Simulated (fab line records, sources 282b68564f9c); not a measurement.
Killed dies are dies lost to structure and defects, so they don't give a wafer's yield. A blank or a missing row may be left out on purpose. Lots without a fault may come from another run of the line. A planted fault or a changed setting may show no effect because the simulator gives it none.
fab line records | flow rit_cmos | part 1 of 2: steps 1 to 27 of 38
record lots=5 wafers=15 last_day=6
route steps=202 shown NRETRO@56 PRETRO@64 GATE@75 FOX2@80
lots that met no fault: from a run of the same line without faults
start_h: hours from the record's first day to the start of the lot's first wafer shown | wait_h: hours since the lot's step before | " the same as in the row above | L1.1+2: a row that stands for several wafers | - no value, or no start given | * or withheld: withheld | < > ~ a bound
route shown NAME@n: a module of which the file shows steps, and the number in the route of the first | usual: mean/standard deviation of fault-free wafers | same: alike in all rows | chamber/n: place in a boat | sites: the reading at each site | _std_site: their standard deviation | _edge_site: outer sites' mean less inner sites' | radius_mm: how far each site lies from the wafer's centre | mask NAME#n: copy n | behind: the tool/chamber that last shaped the wafer | hold: why the lot was held/for how many hours/how that ended | device: the transistor (n, p or np) that didn't switch | end of line: the same wafers' tests at the end of the route | a step without rows: its recipe alone | killed: dies lost to structure and defects at the first sort, not the wafer's yield | map: a wafer's dies, x killed, . not, _ none there
set.NAME: the setting as run; set.NAME@STEP: as run at that earlier step | model.NAME: the simulator's own value behind a step, which no gauge read
lots at some steps of the route; a table a step, a row a wafer
services: from which hour (start_h, from the record's first day; less than 0 if before it) a tool's chamber was out of use, for how many hours, and why
## steps
# step RIT_NRETRO_EXPOSE_03
# recipe mask_id=M4 na=0.57 target_cd_nm=43900 dose_mj=250
# usual exposure_dose_mJ_cm2=250.03/0.26
# columns lot.wafer tool chamber start_h wait_h mask exposure_dose_mJ_cm2
L083.1 iline_stepper-01 0 75.44 0.2 M4#0 249.89
L083.3 " 0 " " M4#0 250.08
L083.5 " 0 " " M4#0 250.21
L084.1 iline_stepper-02 0 78.68 0.2 M4#0 250.39
L084.2 " 0 " " M4#0 250.00
L084.5 " 0 " " M4#0 250.18
L088.3 iline_stepper-01 0 99.39 0.2 M4#0 250.17
L088.4 " 0 " " M4#0 250.30
L088.6 " 0 " " M4#0 249.97
L090.1 iline_stepper-01 0 109.98 0.2 M4#0 249.97
L090.2 " 0 " " M4#0 249.92
L090.6 " 0 " " M4#0 250.29
L092.1 iline_stepper-02 0 119.51 0.2 M4#0 250.10
L092.2 " 0 " " M4#0 249.79
L092.4 " 0 " " M4#0 249.82
# step RIT_NRETRO_PEB_04
# recipe resist=NOVOLAK temp_c=withheld time_s=withheld
# usual chill_plate_temp_C=*
# columns lot.wafer tool chamber start_h wait_h chill_plate_temp_C
L083.1 litho_track-03 0 75.56 0.1 *
L083.3 " 0 " " *
L083.5 " 0 " " *
L084.1 litho_track-03 0 78.80 0.1 *
L084.2 " 0 " " *
L084.5 " 0 " " *
L088.3 litho_track-03 0 99.51 0.1 *
L088.4 " 0 " " *
L088.6 " 0 " " *
L090.1 litho_track-04 0 110.10 0.1 *
L090.2 " 0 " " *
L090.6 " 0 " " *
L092.1 litho_track-03 0 119.63 0.1 *
L092.2 " 0 " " *
L092.4 " 0 " " *
# step RIT_NRETRO_DEVELOP_05
# recipe resist=NOVOLAK develop_time_s=68 dev_temp_c=23
# usual chill_plate_temp_C=22.99/0.1
# columns lot.wafer tool chamber start_h wait_h chill_plate_temp_C
L083.1 litho_track-03 0 - - 23.02
L083.3 " 0 " " 23.09
L083.5 " 0 " " 22.96
L084.1 litho_track-03 0 - - 22.92
L084.2 " 0 " " 23.03
L084.5 " 0 " " 22.96
L088.3 litho_track-03 0 - - 22.92
L088.4 " 0 " " 22.81
L088.6 " 0 " " 22.92
L090.1 litho_track-04 0 - - 23.08
L090.2 " 0 " " 23.13
L090.6 " 0 " " 23.18
L092.1 litho_track-03 0 - - 22.90
L092.2 " 0 " " 22.91
L092.4 " 0 " " 22.79
# step RIT_NRETRO_OVL_MEAS_06
# usual NRETRO_OVL=0.8/1.3
# columns lot.wafer tool chamber start_h wait_h NRETRO_OVL[nm]
L083.1 overlay-02 - 75.87 - 0.6
L083.3 " - " " 0.7
L083.5 " - " " 3.2
L084.1 overlay-02 - 79.11 - 3.6
L084.2 " - " " 2.4
L084.5 " - " " 2.1
L088.3 overlay-01 - 99.79 - 0.4
L088.4 " - " " 1.2
L088.6 " - " " 2.2
L090.1 overlay-02 - 110.41 - 0.4
L090.2 " - " " -0.5
L090.6 " - " " 2.0
L092.1 overlay-01 - 119.94 - 2.0
L092.2 " - " " 1.6
L092.4 " - " " 2.0
# step RIT_NRETRO_HARDBAKE_07
# recipe resist=NOVOLAK temp_c=140 time_s=120
# usual chill_plate_temp_C=23.00/0.083
# columns lot.wafer tool chamber start_h wait_h chill_plate_temp_C
L083.1 litho_track-04 0 75.91 0.0 23.12
L083.3 " 0 " " 22.98
L083.5 " 0 " " 22.95
L084.1 litho_track-04 0 79.14 0.0 22.98
L084.2 " 0 " " 23.06
L084.5 " 0 " " 23.08
L088.3 litho_track-04 0 99.90 0.1 22.98
L088.4 " 0 " " 23.04
L088.6 " 0 " " 23.00
L090.1 litho_track-02 0 110.69 0.3 23.15
L090.2 " 0 " " 23.03
L090.6 " 0 " " 23.16
L092.1 litho_track-02 0 119.98 0.0 22.91
L092.2 " 0 " " 23.02
L092.4 " 0 " " 22.92
# step RIT_NRETRO_IMPLANT_08
# recipe species=P energy_kev=70 dose_cm2=1e+13 tilt_deg=7
# usual faraday_current_uA=31.6/0.58 tilt_deg=7.000/0.022
# columns lot.wafer tool chamber start_h wait_h faraday_current_uA tilt_deg
L083.1 implanter-01 0 76.16 0.2 31.9 6.981
L083.3 " 0 " " 32.2 7.014
L083.5 " 0 " " 31.8 7.019
L084.1 implanter-02 0 79.39 0.2 32.4 6.965
L084.2 " 0 " " 31.0 6.989
L084.5 " 0 " " 31.6 6.986
L088.3 implanter-04 0 100.11 0.2 31.5 7.026
L088.4 " 0 " " 31.6 7.002
L088.6 " 0 " " 31.7 6.984
L090.1 implanter-04 0 110.94 0.2 31.8 6.982
L090.2 " 0 " " 31.7 6.999
L090.6 " 0 " " 31.7 7.029
L092.1 implanter-04 0 120.23 0.2 31.9 7.023
L092.2 " 0 " " 31.1 7.026
L092.4 " 0 " " 33.0 7.019
# step RIT_NRETRO_STRIP_09
# recipe chemistry=O2 time_s=180 resist=NOVOLAK platen_temp_c=withheld power_w=500 pressure_mtorr=4000 o2_flow_sccm=4000
# usual chamber_pressure_mTorr=4000/3.9 drypump_motor_current_A=5.6/0.53
# columns lot.wafer tool chamber start_h wait_h chamber_pressure_mTorr drypump_motor_current_A rf_hours_counter_h
L083.1 plasma_asher-02 1 76.31 0.1 4005 5.1 45
L083.3 " 0 " " 4003 5.2 -
L083.5 " 0 " " 3995 5.2 -
L084.1 plasma_asher-01 1 79.54 0.1 4000 5.2 39
L084.2 " 0 " " 3999 5.3 39
L084.5 " 1 " " 4002 5.2 -
L088.3 plasma_asher-02 1 100.27 0.1 4000 5.1 -
L088.4 " 0 " " 3998 5.2 -
L088.6 " 1 " " 4002 5.2 -
L090.1 plasma_asher-03 1 111.09 0.1 3999 5.7 33
L090.2 " 0 " " 4002 6.6 33
L090.6 " 0 " " 4000 6.5 -
L092.1 plasma_asher-03 0 120.38 0.1 3995 6.6 34
L092.2 " 1 " " 4004 5.7 34
L092.4 " 0 " " 4003 6.5 -
# step RIT_NRETRO_TW_MEAS_10
# usual NRETRO_TW=1046/6.4
# columns lot.wafer tool chamber start_h wait_h NRETRO_TW
L083.1 film_metro-03 - 76.48 0.1 1044
L083.3 " - " " 1037
L083.5 " - " " 1042
L084.1 film_metro-01 - 79.72 0.1 1049
L084.2 " - " " 1046
L084.5 " - " " 1046
L088.3 film_metro-02 - 100.41 0.1 1048
L088.4 " - " " 1054
L088.6 " - " " 1051
L090.1 film_metro-02 - 111.26 0.1 1060
L090.2 " - " " 1052
L090.6 " - " " 1055
L092.1 film_metro-03 - 120.55 0.1 1040
L092.2 " - " " 1036
L092.4 " - " " 1040
# step RIT_PRETRO_HMDS_00
# recipe prime_time_s=60 prime_temp_c=140
# usual chill_plate_temp_C=23.03/0.11
# same prime_time_s=60
# columns lot.wafer tool chamber start_h wait_h chill_plate_temp_C
L083.1 litho_track-02 0 76.59 0.1 23.08
L083.3 " 0 " " 22.99
L083.5 " 0 " " 22.97
L084.1 litho_track-01 0 79.83 0.1 23.10
L084.2 " 0 " " 23.05
L084.5 " 0 " " 23.06
L088.3 litho_track-01 0 100.50 0.1 23.03
L088.4 " 0 " " 23.02
L088.6 " 0 " " 23.03
L090.1 litho_track-01 0 111.32 0.1 22.93
L090.2 " 0 " " 22.94
L090.6 " 0 " " 22.98
L092.1 litho_track-02 0 120.61 0.1 23.01
L092.2 " 0 " " 22.87
L092.4 " 0 " " 22.93
# step RIT_PRETRO_COAT_01
# recipe resist=NOVOLAK spin_rpm=2000 resist_thk_nm=1300
# usual chill_plate_temp_C=23.02/0.11
# columns lot.wafer tool chamber start_h wait_h chill_plate_temp_C
L083.1 litho_track-02 0 76.74 0.1 23.12
L083.3 " 0 " " 23.11
L083.5 " 0 " " 23.11
L084.1 litho_track-01 0 79.98 0.1 23.03
L084.2 " 0 " " 23.00
L084.5 " 0 " " 23.04
L088.3 litho_track-01 0 100.65 0.1 23.18
L088.4 " 0 " " 22.91
L088.6 " 0 " " 22.87
L090.1 litho_track-01 0 111.47 0.1 22.89
L090.2 " 0 " " 22.89
L090.6 " 0 " " 22.92
L092.1 litho_track-02 0 120.76 0.1 22.99
L092.2 " 0 " " 23.07
L092.4 " 0 " " 23.14
# step RIT_PRETRO_SOFTBAKE_02
# recipe resist=NOVOLAK temp_c=90 time_s=60
# usual chill_plate_temp_C=23.02/0.12
# columns lot.wafer tool chamber start_h wait_h chill_plate_temp_C
L083.1 litho_track-02 0 76.89 0.1 23.13
L083.3 " 0 " " 23.07
L083.5 " 0 " " 23.04
L084.1 litho_track-01 0 80.13 0.1 23.15
L084.2 " 0 " " 23.02
L084.5 " 0 " " 23.05
L088.3 litho_track-01 0 100.80 0.1 22.92
L088.4 " 0 " " 22.88
L088.6 " 0 " " 23.11
L090.1 litho_track-01 0 111.62 0.1 22.80
L090.2 " 0 " " 22.80
L090.6 " 0 " " 22.94
L092.1 litho_track-02 0 120.91 0.1 22.94
L092.2 " 0 " " 23.09
L092.4 " 0 " " 22.95
# step RIT_PRETRO_EXPOSE_03
# recipe mask_id=M5 na=0.57 target_cd_nm=43700 dose_mj=250
# usual exposure_dose_mJ_cm2=250.02/0.28
# columns lot.wafer tool chamber start_h wait_h mask exposure_dose_mJ_cm2
L083.1 iline_stepper-02 0 77.04 0.1 M5#0 250.02
L083.3 " 0 " " M5#0 249.85
L083.5 " 0 " " M5#0 249.72
L084.1 iline_stepper-01 0 80.41 0.2 M5#0 249.75
L084.2 " 0 " " M5#0 249.97
L084.5 " 0 " " M5#0 249.98
L088.3 iline_stepper-02 0 101.06 0.2 M5#0 249.53
L088.4 " 0 " " M5#0 249.51
L088.6 " 0 " " M5#0 249.51
L090.1 iline_stepper-02 0 111.90 0.2 M5#0 249.97
L090.2 " 0 " " M5#0 250.17
L090.6 " 0 " " M5#0 250.38
L092.1 iline_stepper-02 0 121.19 0.2 M5#0 250.10
L092.2 " 0 " " M5#0 250.04
L092.4 " 0 " " M5#0 250.10
# step RIT_PRETRO_PEB_04
# recipe resist=NOVOLAK temp_c=withheld time_s=withheld
# usual chill_plate_temp_C=*
# columns lot.wafer tool chamber start_h wait_h chill_plate_temp_C
L083.1 litho_track-02 0 77.32 0.3 *
L083.3 " 0 " " *
L083.5 " 0 " " *
L084.1 litho_track-02 0 80.53 0.1 *
L084.2 " 0 " " *
L084.5 " 0 " " *
L088.3 litho_track-01 0 101.19 0.1 *
L088.4 " 0 " " *
L088.6 " 0 " " *
L090.1 litho_track-03 0 112.02 0.1 *
L090.2 " 0 " " *
L090.6 " 0 " " *
L092.1 litho_track-02 0 121.30 0.1 *
L092.2 " 0 " " *
L092.4 " 0 " " *
# step RIT_PRETRO_DEVELOP_05
# recipe resist=NOVOLAK develop_time_s=68 dev_temp_c=23
# usual chill_plate_temp_C=22.99/0.093
# columns lot.wafer tool chamber start_h wait_h chill_plate_temp_C
L083.1 litho_track-02 0 - - 23.18
L083.3 " 0 " " 23.12
L083.5 " 0 " " 22.98
L084.1 litho_track-02 0 - - 22.97
L084.2 " 0 " " 23.04
L084.5 " 0 " " 23.13
L088.3 litho_track-01 0 - - 22.94
L088.4 " 0 " " 22.93
L088.6 " 0 " " 23.03
L090.1 litho_track-03 0 - - 23.04
L090.2 " 0 " " 22.99
L090.6 " 0 " " 22.92
L092.1 litho_track-02 0 - - 23.06
L092.2 " 0 " " 23.05
L092.4 " 0 " " 22.89
# step RIT_PRETRO_OVL_MEAS_06
# usual PRETRO_OVL=0.3/1.5
# columns lot.wafer tool chamber start_h wait_h PRETRO_OVL[nm]
L083.1 overlay-01 - 77.64 - 2.0
L083.3 " - " " 0.6
L083.5 " - " " 4.6
L084.1 overlay-01 - 80.84 - -1.1
L084.2 " - " " -2.3
L084.5 " - " " -0.8
L088.3 overlay-02 - 101.46 - -1.7
L088.4 " - " " -1.9
L088.6 " - " " -0.3
L090.1 overlay-01 - 112.33 - 4.9
L090.2 " - " " 4.2
L090.6 " - " " 3.3
L092.1 overlay-02 - 121.62 - 1.7
L092.2 " - " " -1.4
L092.4 " - " " -0.3
# step RIT_PRETRO_HARDBAKE_07
# recipe resist=NOVOLAK temp_c=140 time_s=120
# usual chill_plate_temp_C=23.01/0.1
# columns lot.wafer tool chamber start_h wait_h chill_plate_temp_C
L083.1 litho_track-01 0 77.82 0.2 23.08
L083.3 " 0 " " 23.15
L083.5 " 0 " " 23.12
L084.1 litho_track-02 0 80.88 0.0 22.92
L084.2 " 0 " " 22.99
L084.5 " 0 " " 23.06
L088.3 litho_track-02 0 101.57 0.1 23.07
L088.4 " 0 " " 22.96
L088.6 " 0 " " 23.11
L090.1 litho_track-02 0 112.37 0.0 22.86
L090.2 " 0 " " 22.89
L090.6 " 0 " " 22.89
L092.1 litho_track-02 0 121.65 0.0 22.85
L092.2 " 0 " " 23.03
L092.4 " 0 " " 22.95
# step RIT_PRETRO_IMPLANT_08
# recipe species=B energy_kev=45.61 dose_cm2=1.2e+13 tilt_deg=7
# usual faraday_current_uA=38.1/0.72 tilt_deg=7.001/0.019
# columns lot.wafer tool chamber start_h wait_h faraday_current_uA tilt_deg
L083.1 implanter-01 0 78.07 0.2 37.9 7.005
L083.3 " 0 " " 37.1 7.018
L083.5 " 0 " " 38.1 6.994
L084.1 implanter-04 0 81.13 0.2 38.1 7.061
L084.2 " 0 " " 38.8 7.035
L084.5 " 0 " " 37.7 7.002
L088.3 implanter-03 0 101.79 0.2 37.8 7.002
L088.4 " 0 " " 38.1 7.003
L088.6 " 0 " " 38.0 7.015
L090.1 implanter-04 0 112.62 0.2 38.6 6.980
L090.2 " 0 " " 39.2 6.991
L090.6 " 0 " " 39.8 6.985
L092.1 implanter-03 0 121.90 0.2 38.1 7.016
L092.2 " 0 " " 38.8 7.020
L092.4 " 0 " " 37.5 7.002
# step RIT_PRETRO_STRIP_09
# recipe chemistry=O2 time_s=180 resist=NOVOLAK platen_temp_c=withheld power_w=500 pressure_mtorr=4000 o2_flow_sccm=4000
# usual chamber_pressure_mTorr=4000/4.2 drypump_motor_current_A=5.5/0.41
# columns lot.wafer tool chamber start_h wait_h chamber_pressure_mTorr drypump_motor_current_A rf_hours_counter_h
L083.1 plasma_asher-04 1 78.22 0.1 3994 6.3 45
L083.3 " 1 " " 4004 6.3 -
L083.5 " 1 " " 4005 6.3 -
L084.1 plasma_asher-01 1 81.28 0.1 4004 5.2 39
L084.2 " 0 " " 3997 5.3 39
L084.5 " 1 " " 4005 5.2 -
L088.3 plasma_asher-01 0 101.95 0.1 4005 5.3 -
L088.4 " 1 " " 3995 5.2 -
L088.6 " 1 " " 4002 5.2 -
L090.1 plasma_asher-04 0 112.77 0.1 4002 5.5 49
L090.2 " 1 " " 4005 6.3 49
L090.6 " 0 " " 3996 5.6 -
L092.1 plasma_asher-04 0 122.05 0.1 4004 5.5 50
L092.2 " 1 " " 3998 6.3 50
L092.4 " 1 " " 4003 6.3 -
# step RIT_PRETRO_TW_MEAS_10
# usual PRETRO_TW=473.1/2.7
# columns lot.wafer tool chamber start_h wait_h PRETRO_TW
L083.1 film_metro-03 - 78.39 0.1 472.5
L083.3 " - " " 474.4
L083.5 " - " " 476.4
L084.1 film_metro-03 - 81.45 0.1 472.3
L084.2 " - " " 473.5
L084.5 " - " " 472.5
L088.3 film_metro-04 - 102.08 0.1 471.3
L088.4 " - " " 470.1
L088.6 " - " " 473.6
L090.1 film_metro-04 - 112.94 0.1 470.2
L090.2 " - " " 466.7
L090.6 " - " " 470.8
L092.1 film_metro-03 - 122.23 0.1 473.6
L092.2 " - " " 474.8
L092.4 " - " " 472.7
# step RIT_GATE_WET_ETCH_00
# recipe chemistry=BOE target=SiO2 target_depth_nm=56 time_s=60 dry=n2_spin dilution=10:1 temp_c=21.5
# columns lot.wafer tool chamber start_h wait_h
L083.1+3+5 wet_bench-03 1 78.45 0.1
L084.1+2+5 wet_bench-03 0 81.51 0.1
L088.3+4+6 wet_bench-02 0 102.12 0.0
L090.1+2+6 wet_bench-03 2 113.00 0.1
L092.1+2+4 wet_bench-01 3 122.29 0.1
# step RIT_GATE_CLEAN_01
# recipe chemistry=SC1 mix=3:3:50 time_s=600 temp_c=75
# usual bath_guard_temp_C=74.7/0.64
# columns lot.wafer tool chamber start_h wait_h bath_guard_temp_C
L083.1 wet_bench-01 1 78.48 0.0 74.9
L083.3 " 1 " " 75.5
L083.5 " 1 " " 75.5
L084.1 wet_bench-01 2 81.54 0.0 75.2
L084.2 " 2 " " 75.1
L084.5 " 2 " " 75.0
L088.3 wet_bench-03 0 102.15 0.0 74.6
L088.4 " 0 " " 74.5
L088.6 " 0 " " 74.6
L090.1 wet_bench-01 3 113.03 0.0 73.7
L090.2 " 3 " " 73.5
L090.6 " 3 " " 73.7
L092.1 wet_bench-03 2 122.31 0.0 75.0
L092.2 " 2 " " 74.6
L092.4 " 2 " " 74.2
# step RIT_GATE_CLEAN_02
# recipe chemistry=dHF dilution=50:1 time_s=30
# columns lot.wafer tool chamber start_h wait_h
L083.1+3+5 wet_bench-01 1 78.65 0.0
L084.1+2+5 wet_bench-02 1 81.71 0.0
L088.3+4+6 wet_bench-02 2 102.33 0.0
L090.1+2+6 wet_bench-02 3 113.22 0.0
L092.1+2+4 wet_bench-02 3 122.49 0.0
# step RIT_GATE_CLEAN_03
# recipe chemistry=SC2 mix=3:3:50 time_s=600 temp_c=75 dry=n2_spin
# usual bath_guard_temp_C=74.8/0.69
# columns lot.wafer tool chamber start_h wait_h bath_guard_temp_C
L083.1 wet_bench-01 3 78.67 0.0 73.7
L083.3 " 3 " " 74.0
L083.5 " 3 " " 73.7
L084.1 wet_bench-03 0 81.73 0.0 74.6
L084.2 " 0 " " 74.7
L084.5 " 0 " " 74.8
L088.3 wet_bench-01 3 102.35 0.0 73.4
L088.4 " 3 " " 73.8
L088.6 " 3 " " 73.6
L090.1 wet_bench-03 3 113.23 0.0 75.5
L090.2 " 3 " " 75.4
L090.6 " 3 " " 75.5
L092.1 wet_bench-01 0 122.51 0.0 75.8
L092.2 " 0 " " 75.2
L092.4 " 0 " " 75.7
# step RIT_GATE_CLEAN_04
# recipe chemistry=dHF dilution=50:1 time_s=60 dry=n2_spin
# columns lot.wafer tool chamber start_h wait_h
L083.1+3+5 wet_bench-02 3 78.84 0.0
L084.1+2+5 wet_bench-01 2 81.90 0.0
L088.3+4+6 wet_bench-01 0 102.54 0.0
L090.1+2+6 wet_bench-03 1 113.45 0.0
L092.1+2+4 wet_bench-03 2 122.70 0.0
# step RIT_FOX2_THK_MEAS_91
# recipe reads=SiO2_of_FOX2_OXIDATION_00
# usual FIELD_OXIDE_LEFT_2_THK=255/7.2
# columns lot.wafer tool chamber start_h wait_h FIELD_OXIDE_LEFT_2_THK[nm]
L083.1 film_metro-04 - 78.87 0.0 249
L083.3 " - " " 247
L083.5 " - " " 250
L084.1 film_metro-01 - 81.93 0.0 259
L084.2 " - " " 251
L084.5 " - " " 252
L088.3 film_metro-03 - 102.59 0.0 264
L088.4 " - " " 259
L088.6 " - " " 263
L090.1 film_metro-01 - 113.48 0.0 264
L090.2 " - " " 267
L090.6 " - " " 261
L092.1 film_metro-04 - 122.72 0.0 255
L092.2 " - " " 261
L092.4 " - " " 251
# step RIT_GATE_OXIDATION_05
# recipe temp_c=900 ambient=O2 target_thk_a=30 ox_time_s=270
# usual ox_temp_c_max=903.7/0.73
# columns lot.wafer tool chamber start_h wait_h ox_temp_c_max
L083.1 furnace-02 0 78.93 0.1 903.0
L083.3 " 0 " " 903.4
L083.5 " 0 " " 902.2
L084.1 furnace-02 0 82.19 0.2 903.9
L084.2 " 0 " " 902.7
L084.5 " 0 " " 904.5
L088.3 furnace-02 0 102.63 0.0 903.5
L088.4 " 0 " " 903.9
L088.6 " 0 " " 903.3
L090.1 furnace-04 0 113.54 0.1 905.3
L090.2 " 0 " " 904.4
L090.6 " 0 " " 903.1
L092.1 furnace-01 0 122.78 0.1 902.8
L092.2 " 0 " " 903.2
L092.4 " 0 " " 903.3
# step RIT_GATE_ANNEAL_06
# recipe temp_c=900 time_s=600 ambient=N2O
# columns lot.wafer tool chamber start_h wait_h
L083.1+3+5 furnace-02 0 80.00 0.0
L084.1+2+5 furnace-01 0 83.26 0.0
L088.3+4+6 furnace-01 0 103.70 0.0
L090.1+2+6 furnace-04 0 114.61 0.0
L092.1+2+4 furnace-01 0 123.86 0.0
